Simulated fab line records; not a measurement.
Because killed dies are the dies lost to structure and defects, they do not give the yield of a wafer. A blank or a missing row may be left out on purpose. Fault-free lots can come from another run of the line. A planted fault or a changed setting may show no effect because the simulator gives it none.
fab line records	flow rit-cmos
record lots=7	wafers=21	last-day=5
route steps=202 shown NLDD@110 PLDD@114 SPACER@125 NSD@131 PSD@142
lots that met no fault: taken from a fault-free run of the same line
start-h: hours from the record's first day to the start of the lot's first wafer shown	wait-h: hours since the lot's step before	" repeats the value in the row above	L1.1+2: several wafers, shown together as one row	- value missing, or start not given	* or withheld: withheld	< > ~ a bound
route shown NAME@n: names a module that has steps shown in the file, with the first one's number in the route	usual: mean/standard deviation of fault-free wafers	same: alike in all rows	chamber/n: place in a boat	sites: the reading at each site	_std_site: their standard deviation	_edge_site: the outer-site mean with the inner-site mean subtracted	radius-mm: how far each site lies from the wafer's centre	mask NAME#n: copy n	behind: the tool/chamber that last shaped the wafer	hold: cause of the lot's hold/its duration in hours/its outcome	device: transistor that didn't switch, given as n, p or np	end of line: tests run on the same wafers once the route is complete	for a step that has no rows: nothing shown but its recipe	killed: at the first sort, the dies lost to defects and structure; wafer yield is something else	map: a wafer's dies, marking killed ones x, the rest . and places with no die _
set.NAME: the setting that was run; set.NAME@STEP: the one run at that earlier step	model.NAME: the simulator's own value behind a step, which no gauge read
lots seen at some steps along the route; tables by step, rows by wafer
services: when a tool's chamber went out of use (start-h, in hours from the record's first day, below 0 if earlier), for how many hours, and the reason
## steps
# step RIT_NLDD_HARDBAKE_07
# recipe resist=NOVOLAK	temp-c=140	time-s=60
# step RIT_NLDD_IMPLANT_08
# recipe species=P	energy-kev=20	dose-cm2=5e+14	tilt-deg=7.244
# step RIT_NLDD_STRIP_09
# recipe chemistry=O2	time-s=180	resist=NOVOLAK	platen-temp-c=withheld	power-w=500	pressure-mtorr=4000	o2-flow-sccm=4000
# usual drypump-motor-current-A=5.8/0.42
lot.wafer	tool	chamber	start-h	wait-h	drypump-motor-current-A	rf-hours-counter-h
L513.1	plasma-asher-02	1	46.99	0.1	6.0	41
L513.5	"	0	"	"	6.2	-
L513.6	"	1	"	"	6.0	-
L514.1	plasma-asher-02	0	51.75	0.1	6.1	41
L514.5	"	1	"	"	6.0	-
L514.6	"	0	"	"	6.2	-
L515.1	plasma-asher-04	0	58.45	0.1	5.2	25
L515.2	"	1	"	"	5.9	25
L515.3	"	1	"	"	5.9	-
L517.1	plasma-asher-02	1	68.48	0.1	6.0	43
L517.3	"	0	"	"	6.2	-
L517.6	"	1	"	"	6.0	-
L521.1	plasma-asher-02	1	86.74	0.1	6.0	45
L521.3	"	1	"	"	6.0	-
L521.4	"	0	"	"	6.2	-
L522.3	plasma-asher-02	1	94.20	0.1	6.0	-
L522.5	"	1	"	"	6.0	-
L522.6	"	0	"	"	6.2	-
L523.2	plasma-asher-01	0	96.57	0.1	5.0	49
L523.3	"	0	"	"	5.0	-
L523.4	"	1	"	"	5.5	-
# step RIT_NLDD_TW_MEAS_10
# usual NLDD_TW=2493/16
lot.wafer	tool	chamber	start-h	wait-h	NLDD_TW
L513.1	film-metro-03	-	47.17	0.1	2506
L513.5	"	-	"	"	2502
L513.6	"	-	"	"	2489
L514.1	film-metro-02	-	51.92	0.1	2503
L514.5	"	-	"	"	2510
L514.6	"	-	"	"	2502
L515.1	film-metro-02	-	58.63	0.1	2509
L515.2	"	-	"	"	2505
L515.3	"	-	"	"	2502
L517.1	film-metro-02	-	68.66	0.1	2490
L517.3	"	-	"	"	2502
L517.6	"	-	"	"	2483
L521.1	film-metro-01	-	86.91	0.1	2464
L521.3	"	-	"	"	2459
L521.4	"	-	"	"	2463
L522.3	film-metro-02	-	94.34	0.1	2511
L522.5	"	-	"	"	2500
L522.6	"	-	"	"	2505
L523.2	film-metro-03	-	96.76	0.1	2499
L523.3	"	-	"	"	2492
L523.4	"	-	"	"	2485
# step RIT_PLDD_HMDS_00
# recipe prime-time-s=60	prime-temp-c=140
# step RIT_PLDD_COAT_01
# recipe resist=NOVOLAK	spin-rpm=3250	resist-thk-nm=1000
# step RIT_PLDD_SOFTBAKE_02
# recipe resist=NOVOLAK	temp-c=90	time-s=60
# step RIT_PLDD_EXPOSE_03
# recipe mask-id=M8	na=0.57	target-cd-nm=40900	dose-mj=250
# step RIT_PLDD_PEB_04
# recipe resist=NOVOLAK	temp-c=withheld	time-s=withheld
# step RIT_PLDD_DEVELOP_05
# recipe resist=NOVOLAK	develop-time-s=50	dev-temp-c=23
# step RIT_PLDD_OVL_MEAS_06
# usual PLDD_OVL=-0.4/1.3
lot.wafer	tool	chamber	start-h	wait-h	PLDD_OVL[nm]
L513.1	overlay-02	-	48.20	-	-1.2
L513.5	"	-	"	"	-1.7
L513.6	"	-	"	"	0.2
L514.1	overlay-02	-	52.96	-	-1.7
L514.5	"	-	"	"	1.4
L514.6	"	-	"	"	-0.5
L515.1	overlay-01	-	59.79	-	1.0
L515.2	"	-	"	"	1.6
L515.3	"	-	"	"	3.8
L517.1	overlay-02	-	69.57	-	-0.3
L517.3	"	-	"	"	-0.8
L517.6	"	-	"	"	-1.5
L521.1	overlay-02	-	87.95	-	-0.7
L521.3	"	-	"	"	-0.1
L521.4	"	-	"	"	0.3
L522.3	overlay-02	-	95.47	-	-0.7
L522.5	"	-	"	"	0.1
L522.6	"	-	"	"	-0.4
L523.2	overlay-01	-	97.79	-	-2.3
L523.3	"	-	"	"	-2.4
L523.4	"	-	"	"	-3.0
# step RIT_PLDD_HARDBAKE_07
# recipe resist=NOVOLAK	temp-c=140	time-s=60
# step RIT_PLDD_IMPLANT_08
# recipe species=BF2	energy-kev=20	dose-cm2=9e+14	tilt-deg=7
# usual beam-energy-keV=19.999/0.0063	faraday-current-uA=2816/53	implant-ion-amu=49/0
lot.wafer	tool	chamber	start-h	wait-h	beam-energy-keV	faraday-current-uA	implant-ion-amu	model.implant.drp-nm	model.implant.rp-nm
L513.1	implanter-01	0	48.39	0.1	20.005	2858	49	9.752	17.6
L513.5	"	0	"	"	20.001	2749	49	9.752	17.6
L513.6	"	0	"	"	20.009	2806	49	9.752	17.6
L514.1	implanter-02	0	53.14	0.1	20.001	2841	49	9.752	16.93
L514.5	"	0	"	"	20.000	2797	49	9.752	16.93
L514.6	"	0	"	"	19.997	2862	49	9.752	16.93
L515.1	implanter-04	0	60.05	0.1	19.993	2813	49	9.752	17.63
L515.2	"	0	"	"	19.994	2840	49	9.752	17.63
L515.3	"	0	"	"	20.004	2872	49	9.752	17.63
L517.1	implanter-02	0	69.75	0.1	19.998	2822	49	9.752	16.85
L517.3	"	0	"	"	20.003	2775	49	9.752	16.85
L517.6	"	0	"	"	20.003	2765	49	9.752	16.85
L521.1	implanter-04	0	88.14	0.1	20.003	2718	75	7.212	15.97
L521.3	"	0	"	"	19.991	2831	75	7.212	15.97
L521.4	"	0	"	"	19.994	2834	75	7.212	15.97
L522.3	implanter-04	0	95.84	0.1	19.994	2819	75	7.212	15.96
L522.5	"	0	"	"	19.989	2746	75	7.212	15.96
L522.6	"	0	"	"	19.994	2830	75	7.212	15.96
L523.2	implanter-04	0	97.99	0.1	19.992	2775	75	7.212	15.45
L523.3	"	0	"	"	20.008	2696	75	7.212	15.45
L523.4	"	0	"	"	20.005	2765	75	7.212	15.45
# step RIT_PLDD_STRIP_09
# recipe chemistry=O2	time-s=180	resist=NOVOLAK	platen-temp-c=withheld	power-w=500	pressure-mtorr=4000	o2-flow-sccm=4123
# usual drypump-motor-current-A=6.0/0.36
lot.wafer	tool	chamber	start-h	wait-h	drypump-motor-current-A	rf-hours-counter-h
L513.1	plasma-asher-02	1	48.54	0.1	6.0	41
L513.5	"	0	"	"	6.1	-
L513.6	"	1	"	"	6.0	-
L514.1	plasma-asher-04	0	53.29	0.1	5.2	25
L514.5	"	0	"	"	5.2	-
L514.6	"	1	"	"	5.9	-
L515.1	plasma-asher-02	1	60.20	0.1	6.0	42
L515.2	"	0	"	"	6.2	42
L515.3	"	1	"	"	6.0	-
L517.1	plasma-asher-02	0	69.90	0.1	6.2	43
L517.3	"	0	"	"	6.2	-
L517.6	"	1	"	"	6.0	-
L521.1	plasma-asher-03	0	88.29	0.1	6.4	43
L521.3	"	1	"	"	5.7	-
L521.4	"	0	"	"	6.4	-
L522.3	plasma-asher-02	0	96.00	0.1	6.2	-
L522.5	"	0	"	"	6.2	-
L522.6	"	1	"	"	6.0	-
L523.2	plasma-asher-03	1	98.12	0.1	5.7	44
L523.3	"	1	"	"	5.7	-
L523.4	"	0	"	"	6.5	-
# step RIT_PLDD_TW_MEAS_10
# usual PLDD_TW=2350/16
lot.wafer	tool	chamber	start-h	wait-h	PLDD_TW
L513.1	film-metro-03	-	48.71	0.1	2371
L513.5	"	-	"	"	2362
L513.6	"	-	"	"	2359
L514.1	film-metro-01	-	53.47	0.1	2354
L514.5	"	-	"	"	2339
L514.6	"	-	"	"	2338
L515.1	film-metro-01	-	60.37	0.1	2343
L515.2	"	-	"	"	2337
L515.3	"	-	"	"	2351
L517.1	film-metro-03	-	70.08	0.1	2373
L517.3	"	-	"	"	2358
L517.6	"	-	"	"	2364
L521.1	film-metro-03	-	88.46	0.1	2999
L521.3	"	-	"	"	2985
L521.4	"	-	"	"	2984
L522.3	film-metro-02	-	96.13	0.1	3012
L522.5	"	-	"	"	3006
L522.6	"	-	"	"	3008
L523.2	film-metro-01	-	98.30	0.1	2931
L523.3	"	-	"	"	2936
L523.4	"	-	"	"	2937
# step RIT_SPACER_CLEAN_00
# recipe chemistry=SC1	mix=3:3:50	time-s=600	temp-c=75
# step RIT_SPACER_CLEAN_01
# recipe chemistry=dHF	dilution=50:1	time-s=30
# step RIT_SPACER_CLEAN_02
# recipe chemistry=SC2	mix=3:3:50	time-s=600	temp-c=75	dry=n2-spin
# step RIT_SPACER_CVD_03
# recipe material=Si3N4	target-thk-nm=250	temp-c=810	precursor=SiH2Cl2/NH3	time-s=3300	pressure-mtorr=300	sih2cl2-flow-sccm=60	nh3-flow-sccm=150
# step RIT_SPACER_THK_MEAS_04
# recipe reads=Si3N4_of_SPACER_CVD_03
# usual SPACER_NITRIDE_THK=249.4/2.8
lot.wafer	tool	chamber	start-h	wait-h	SPACER_NITRIDE_THK[nm]
L513.1	film-metro-02	-	51.09	0.0	247.2
L513.5	"	-	"	"	246.9
L513.6	"	-	"	"	250.1
L514.1	film-metro-04	-	56.78	0.0	251.0
L514.5	"	-	"	"	252.1
L514.6	"	-	"	"	251.4
L515.1	film-metro-02	-	62.72	0.0	252.7
L515.2	"	-	"	"	251.4
L515.3	"	-	"	"	250.6
L517.1	film-metro-02	-	73.38	0.0	251.8
L517.3	"	-	"	"	250.2
L517.6	"	-	"	"	250.2
L521.1	film-metro-02	-	90.98	0.0	248.1
L521.3	"	-	"	"	249.7
L521.4	"	-	"	"	246.5
L522.3	film-metro-04	-	99.48	0.0	249.9
L522.5	"	-	"	"	251.7
L522.6	"	-	"	"	250.1
L523.2	film-metro-04	-	102.12	0.0	246.6
L523.3	"	-	"	"	249.2
L523.4	"	-	"	"	246.3
# step RIT_SPACER_ETCHBACK_05
# recipe target-depth-a=2500	SF6_flow_sccm=30	CHF3_flow_sccm=30	target=Si3N4	chemistry=SF6/CHF3	pressure-mtorr=40	rf-w=250	time-s=240	stop-on=SiO2
# usual drypump-motor-current-A=5.5/0.43	oes-product-au=0.843/0.015	throttle-valve-pct=10.20/0.15
lot.wafer	tool	chamber	start-h	wait-h	drypump-motor-current-A	oes-product-au	rf-hours-counter-h	throttle-valve-pct
L513.1	rie-diel-03	0	51.15	0.1	5.5	0.843	58	10.03
L513.5	"	1	"	"	4.9	0.810	-	10.01
L513.6	"	2	"	"	5.2	0.867	-	10.18
L514.1	rie-diel-01	0	56.84	0.1	4.8	0.843	26	10.47
L514.5	"	3	"	"	5.0	0.834	-	10.41
L514.6	"	2	"	"	5.2	0.871	-	10.24
L515.1	rie-diel-03	0	62.78	0.1	5.5	0.856	58	10.02
L515.2	"	1	"	"	4.9	0.832	109	10.01
L515.3	"	2	"	"	5.2	0.852	34	10.18
L517.1	rie-diel-04	1	73.44	0.1	6.1	0.861	129	10.26
L517.3	"	2	"	"	5.4	0.844	5	10.31
L517.6	"	1	"	"	6.1	0.856	-	10.28
L521.1	rie-diel-03	0	91.04	0.1	5.5	0.857	58	10.03
L521.3	"	1	"	"	4.9	0.825	109	9.99
L521.4	"	2	"	"	5.2	0.853	35	10.18
L522.3	rie-diel-03	2	99.52	0.0	5.3	0.860	35	10.18
L522.5	"	1	"	"	4.9	0.831	-	9.99
L522.6	"	0	"	"	5.5	0.859	-	10.02
L523.2	rie-diel-04	0	102.17	0.0	6.0	0.835	30	10.07
L523.3	"	2	"	"	5.4	0.850	6	10.32
L523.4	"	1	"	"	6.0	0.843	129	10.28
# step RIT_NSD_HMDS_00
# recipe prime-time-s=60	prime-temp-c=140
# step RIT_NSD_COAT_01
# recipe resist=NOVOLAK	spin-rpm=3250	resist-thk-nm=1000
# step RIT_NSD_SOFTBAKE_02
# recipe resist=NOVOLAK	temp-c=90	time-s=60
# step RIT_NSD_EXPOSE_03
# recipe mask-id=M9	na=0.57	target-cd-nm=40700	dose-mj=250
# step RIT_NSD_PEB_04
# recipe resist=NOVOLAK	temp-c=withheld	time-s=withheld
# step RIT_NSD_DEVELOP_05
# recipe resist=NOVOLAK	develop-time-s=52.14	dev-temp-c=23
# step RIT_NSD_OVL_MEAS_06
# usual NSD_OVL=0.3/1.2
lot.wafer	tool	chamber	start-h	wait-h	NSD_OVL[nm]
L513.1	overlay-02	-	52.15	-	-2.3
L513.5	"	-	"	"	-1.4
L513.6	"	-	"	"	-1.5
L514.1	overlay-01	-	57.84	-	-1.1
L514.5	"	-	"	"	1.3
L514.6	"	-	"	"	-0.3
L515.1	overlay-02	-	63.78	-	2.0
L515.2	"	-	"	"	1.0
L515.3	"	-	"	"	-0.6
L517.1	overlay-01	-	74.44	-	2.3
L517.3	"	-	"	"	1.7
L517.6	"	-	"	"	1.9
L521.1	overlay-02	-	92.04	-	-1.1
L521.3	"	-	"	"	-0.3
L521.4	"	-	"	"	-1.7
L522.3	overlay-02	-	100.66	-	-0.4
L522.5	"	-	"	"	0.5
L522.6	"	-	"	"	0.1
L523.2	overlay-01	-	103.30	-	0.1
L523.3	"	-	"	"	-1.1
L523.4	"	-	"	"	0.6
# step RIT_NSD_HARDBAKE_07
# recipe resist=NOVOLAK	temp-c=140	time-s=60
# step RIT_NSD_IMPLANT_08
# recipe species=P	energy-kev=25	dose-cm2=1e+15	tilt-deg=7
# step RIT_NSD_STRIP_09
# recipe chemistry=O2	time-s=180	resist=NOVOLAK	platen-temp-c=withheld	power-w=500	pressure-mtorr=4000	o2-flow-sccm=4000
# usual drypump-motor-current-A=5.7/0.49
lot.wafer	tool	chamber	start-h	wait-h	drypump-motor-current-A	rf-hours-counter-h
L513.1	plasma-asher-03	0	52.48	0.1	6.4	39
L513.5	"	0	"	"	6.5	-
L513.6	"	1	"	"	5.7	-
L514.1	plasma-asher-02	1	58.18	0.1	6.0	42
L514.5	"	1	"	"	6.0	-
L514.6	"	0	"	"	6.2	-
L515.1	plasma-asher-01	1	64.11	0.1	5.5	46
L515.2	"	0	"	"	5.0	46
L515.3	"	0	"	"	5.0	-
L517.1	plasma-asher-01	1	74.78	0.1	5.5	47
L517.3	"	0	"	"	5.0	-
L517.6	"	1	"	"	5.5	-
L521.1	plasma-asher-02	1	92.37	0.1	6.0	45
L521.3	"	1	"	"	6.0	-
L521.4	"	0	"	"	6.2	-
L522.3	plasma-asher-03	0	101.04	0.1	6.4	-
L522.5	"	0	"	"	6.4	-
L522.6	"	1	"	"	5.7	-
L523.2	plasma-asher-02	0	103.63	0.1	6.1	47
L523.3	"	1	"	"	6.0	-
L523.4	"	0	"	"	6.2	-
# step RIT_NSD_TW_MEAS_10
# usual NSD_TW=3117/23
lot.wafer	tool	chamber	start-h	wait-h	NSD_TW
L513.1	film-metro-02	-	52.66	0.1	3120
L513.5	"	-	"	"	3128
L513.6	"	-	"	"	3136
L514.1	film-metro-02	-	58.36	0.1	3139
L514.5	"	-	"	"	3153
L514.6	"	-	"	"	3143
L515.1	film-metro-03	-	64.29	0.1	3149
L515.2	"	-	"	"	3146
L515.3	"	-	"	"	3132
L517.1	film-metro-02	-	74.95	0.1	3142
L517.3	"	-	"	"	3132
L517.6	"	-	"	"	3122
L521.1	film-metro-03	-	92.55	0.1	3118
L521.3	"	-	"	"	3128
L521.4	"	-	"	"	3112
L522.3	film-metro-01	-	101.18	0.1	3104
L522.5	"	-	"	"	3096
L522.6	"	-	"	"	3077
L523.2	film-metro-01	-	103.82	0.1	3084
L523.3	"	-	"	"	3092
L523.4	"	-	"	"	3082
# step RIT_PSD_HMDS_00
# recipe prime-time-s=60	prime-temp-c=140
# step RIT_PSD_COAT_01
# recipe resist=NOVOLAK	spin-rpm=3250	resist-thk-nm=1000
# step RIT_PSD_SOFTBAKE_02
# recipe resist=NOVOLAK	temp-c=90	time-s=60
# step RIT_PSD_EXPOSE_03
# recipe mask-id=M10	na=0.57	target-cd-nm=40900	dose-mj=250
# step RIT_PSD_PEB_04
# recipe resist=NOVOLAK	temp-c=withheld	time-s=withheld
# step RIT_PSD_DEVELOP_05
# recipe resist=NOVOLAK	develop-time-s=50	dev-temp-c=23
# step RIT_PSD_OVL_MEAS_06
# usual PSD_OVL=-0.5/1.4
lot.wafer	tool	chamber	start-h	wait-h	PSD_OVL[nm]
L513.1	overlay-02	-	53.69	-	-1.1
L513.5	"	-	"	"	-0.4
L513.6	"	-	"	"	-2.6
L514.1	overlay-01	-	59.32	-	0.8
L514.5	"	-	"	"	-0.3
L514.6	"	-	"	"	-2.5
L515.1	overlay-01	-	65.32	-	1.6
L515.2	"	-	"	"	1.6
L515.3	"	-	"	"	0.9
L517.1	overlay-01	-	75.86	-	-1.9
L517.3	"	-	"	"	-2.8
L517.6	"	-	"	"	0.9
L521.1	overlay-02	-	93.46	-	-0.7
L521.3	"	-	"	"	0.5
L521.4	"	-	"	"	0.7
L522.3	overlay-02	-	102.21	-	-0.8
L522.5	"	-	"	"	-3.1
L522.6	"	-	"	"	-2.6
L523.2	overlay-02	-	104.73	-	-1.4
L523.3	"	-	"	"	-0.3
L523.4	"	-	"	"	-1.7
# step RIT_PSD_HARDBAKE_07
# recipe resist=NOVOLAK	temp-c=139.4	time-s=60
# step RIT_PSD_IMPLANT_08
# recipe species=BF2	energy-kev=27	dose-cm2=5e+15	tilt-deg=7
# step RIT_PSD_STRIP_09
# recipe chemistry=O2	time-s=180	resist=NOVOLAK	platen-temp-c=withheld	power-w=500	pressure-mtorr=4000	o2-flow-sccm=4000
# usual drypump-motor-current-A=5.7/0.47
lot.wafer	tool	chamber	start-h	wait-h	drypump-motor-current-A	rf-hours-counter-h
L513.1	plasma-asher-03	1	54.03	0.1	5.7	39
L513.5	"	1	"	"	5.7	-
L513.6	"	0	"	"	6.4	-
L514.1	plasma-asher-03	0	59.66	0.1	6.5	40
L514.5	"	0	"	"	6.5	-
L514.6	"	1	"	"	5.7	-
L515.1	plasma-asher-03	1	65.66	0.1	5.7	40
L515.2	"	0	"	"	6.4	40
L515.3	"	0	"	"	6.4	-
L517.1	plasma-asher-04	1	76.20	0.1	5.9	27
L517.3	"	0	"	"	5.2	-
L517.6	"	1	"	"	5.9	-
L521.1	plasma-asher-03	0	93.80	0.1	6.5	44
L521.3	"	0	"	"	6.5	-
L521.4	"	1	"	"	5.7	-
L522.3	plasma-asher-03	1	102.59	0.1	5.7	-
L522.5	"	1	"	"	5.7	-
L522.6	"	0	"	"	6.4	-
L523.2	plasma-asher-04	1	105.06	0.1	5.9	30
L523.3	"	1	"	"	5.9	-
L523.4	"	0	"	"	5.2	-
# step RIT_SDANNEAL_RS_MEAS_06
# recipe thk-meas-gauge=four-point-probe
# usual PLDD_RS=178.7/0.43
lot.wafer	tool	chamber	start-h	wait-h	PLDD_RS[ohm/sq]
L513.1	film-metro-01	-	54.93	0.1	179.1
L513.5	"	-	"	"	179.2
L513.6	"	-	"	"	178.9
L514.1	film-metro-02	-	60.56	0.1	178.5
L514.5	"	-	"	"	178.7
L514.6	"	-	"	"	179.1
L515.1	film-metro-03	-	66.58	0.1	179.0
L515.2	"	-	"	"	179.0
L515.3	"	-	"	"	178.6
L517.1	film-metro-02	-	77.13	0.1	178.4
L517.3	"	-	"	"	179.3
L517.6	"	-	"	"	179.1
L521.1	film-metro-01	-	94.73	0.1	68.6
L521.3	"	-	"	"	68.6
L521.4	"	-	"	"	68.5
L522.3	film-metro-03	-	103.49	0.1	68.9
L522.5	"	-	"	"	68.6
L522.6	"	-	"	"	68.6
L523.2	film-metro-02	-	105.99	0.1	68.8
L523.3	"	-	"	"	68.8
L523.4	"	-	"	"	68.8
## services
tool	chamber	start-h	hours	kind
implanter-01	-	27.57	4.9	pm
plasma-asher-04	-	29.74	2.5	repair
rie-diel-01	3	32.95	7.7	repair
rie-diel-03	-	54.63	2.8	pm
implanter-02	-	60.80	3.9	pm
rie-diel-03	3	61.35	8.1	repair
rie-diel-01	-	76.42	1.5	repair
implanter-01	-	77.97	2.8	repair
## key
first-sign step=RIT_PLDD_IMPLANT_08	reading=implant-ion-amu	direction=up	sigmas=99+	usual=49	struck=75
effect step=RIT_PLDD_TW_MEAS_10	reading=PLDD_TW	direction=up	sigmas=40	usual=2350	struck=2977
effect step=RIT_SDANNEAL_RS_MEAS_06	reading=PLDD_RS	direction=down	sigmas=99+	usual=178.7	struck=68.7
model-effect step=RIT_PLDD_IMPLANT_08	value=implant.drp-nm	without=9.752	struck=7.212
met-at RIT_PLDD_IMPLANT_08
struck-wafers L521.1,L521.3,L521.4,L522.3,L522.5,L522.6,L523.2,L523.3,L523.4
sort-left-out L521.1,L521.3,L521.4,L522.3,L522.5,L522.6,L523.2,L523.3,L523.4
tester-left-out L521,L522,L523
onset-between 69.75 88.14
fault kind=wrong-recipe-download	tool=implanter-01,implanter-02,implanter-04	chamber=-	onset-h=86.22	steps=RIT_PLDD_IMPLANT_08	wrong-recipe.not-listed=1
# tester-left-out: of these lots the tester's yield and bins aren't shown, on N5 and GAA mostly nor the transistor test; their killed dies are dies lost to structure and defects alone, not to doping, threshold or leakage, so they don't give the yield
# sort-left-out: the simulated sort isn't trusted on such a fault, so these wafers' sort isn't shown, and their yield isn't known
